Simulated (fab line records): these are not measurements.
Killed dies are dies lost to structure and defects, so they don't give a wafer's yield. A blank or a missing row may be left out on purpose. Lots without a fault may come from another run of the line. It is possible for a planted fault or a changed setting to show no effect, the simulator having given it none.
Comparing a struck lot with a sound one    flow rit cmos    13 steps out of a route of 202
Sound: wafers L234.1, L234.5, L234.6. Wafers L251.2, L251.4, L251.6 were the ones struck. At the end, the cause is stated.
Order at every step that has rows: each side's tool, ch and its chambers, its first start. Under that, the readings that differ: sound wafers    struck wafers    difference of the means    sigmas: that difference in standard deviations of wafers without a fault.
alike: words and numbers the same on both sides, and readings whose means are apart by under 2 such deviations; not compared: readings that were withheld, readings missing a value for some wafer, numbers with overlapping values and no deviation given by the record, and bounds like >300 which may hide the same value.
The two part at a step that has a row with sigmas, a row that says differs or no value, or rows on one side only. When numbers do not overlap yet have no deviation, they are printed without sigmas and do not part them. A reading that every wafer of one side lacks parts them only if that side has two wafers or more.

first, 2 steps without rows for these wafers: RIT_PLDD_PEB_04; RIT_PLDD_DEVELOP_05 (develop time 51.36 s).
RIT_PLDD_OVL_MEAS_06:
  sound on overlay-01, day 2 19:10; struck on overlay-02, day 6 11:58
  alike: PLDD_OVL
then, 2 steps without rows for these wafers: RIT_PLDD_HARDBAKE_07 (time 60 s); RIT_PLDD_IMPLANT_08.
RIT_PLDD_STRIP_09: strips in O2, time 180 s.
  sound on plasma asher-02 ch 0,1, day 2 19:30; struck on plasma asher-03 ch 0, day 6 12:18
  alike: drypump motor current A
  not compared: rf hours counter h
RIT_PLDD_TW_MEAS_10:
  sound on film metro-01, day 2 19:40; struck on film metro-01, day 6 12:29
  alike: PLDD_TW
then, 4 steps without rows for these wafers: RIT_SPACER_CLEAN_00 (cleans in SC1, time 600 s); RIT_SPACER_CLEAN_01 (cleans in dHF, time 30 s); RIT_SPACER_CLEAN_02 (cleans in SC2, time 600 s); RIT_SPACER_CVD_03 (deposits Si3N4 from SiH2Cl2/NH3, target thk 250 nm, time 3300 s).
RIT_SPACER_THK_MEAS_04:
  sound on film metro-02, day 2 22:01; struck on film metro-03, day 6 14:51
  alike: SPACER_NITRIDE_THK
RIT_SPACER_ETCHBACK_05: etches Si3N4 in SF6/CHF3, stops on SiO2, target depth 250 nm, time 240 s.
  sound on rie diel-04 ch 2,3, day 2 22:05; struck on rie diel-03 ch 0,1,2, day 6 14:54
  no value came back on the struck wafers for any of 5 readings (CHF3_flow_sccm (sccm), SF6_flow_sccm (sccm) and others); on the sound wafers CHF3_flow_sccm (sccm) reads 29.94 30.10 30.05
reading                                      sound              struck           difference  sigmas
model.poly-Si_of_GATE_CVD_08.thk nm (nm)     156.5 154.3 154.8  219 218.4 218.5  +63         
model.Si3N4_of_SPACER_CVD_03.thk nm (nm)     193.7 193.2 194.6  251.2 251 250.7  +57.1       
model.SiO2_of_FOX2_OXIDATION_00.thk nm (nm)  191.6 183.8 185.7  224 214.1 223.2  +33         
  not compared: rf hours counter h

== WHERE THEY PART ==
Only at RIT_SPACER_ETCHBACK_05, within this record.

WHY: whatever the simulator had introduced
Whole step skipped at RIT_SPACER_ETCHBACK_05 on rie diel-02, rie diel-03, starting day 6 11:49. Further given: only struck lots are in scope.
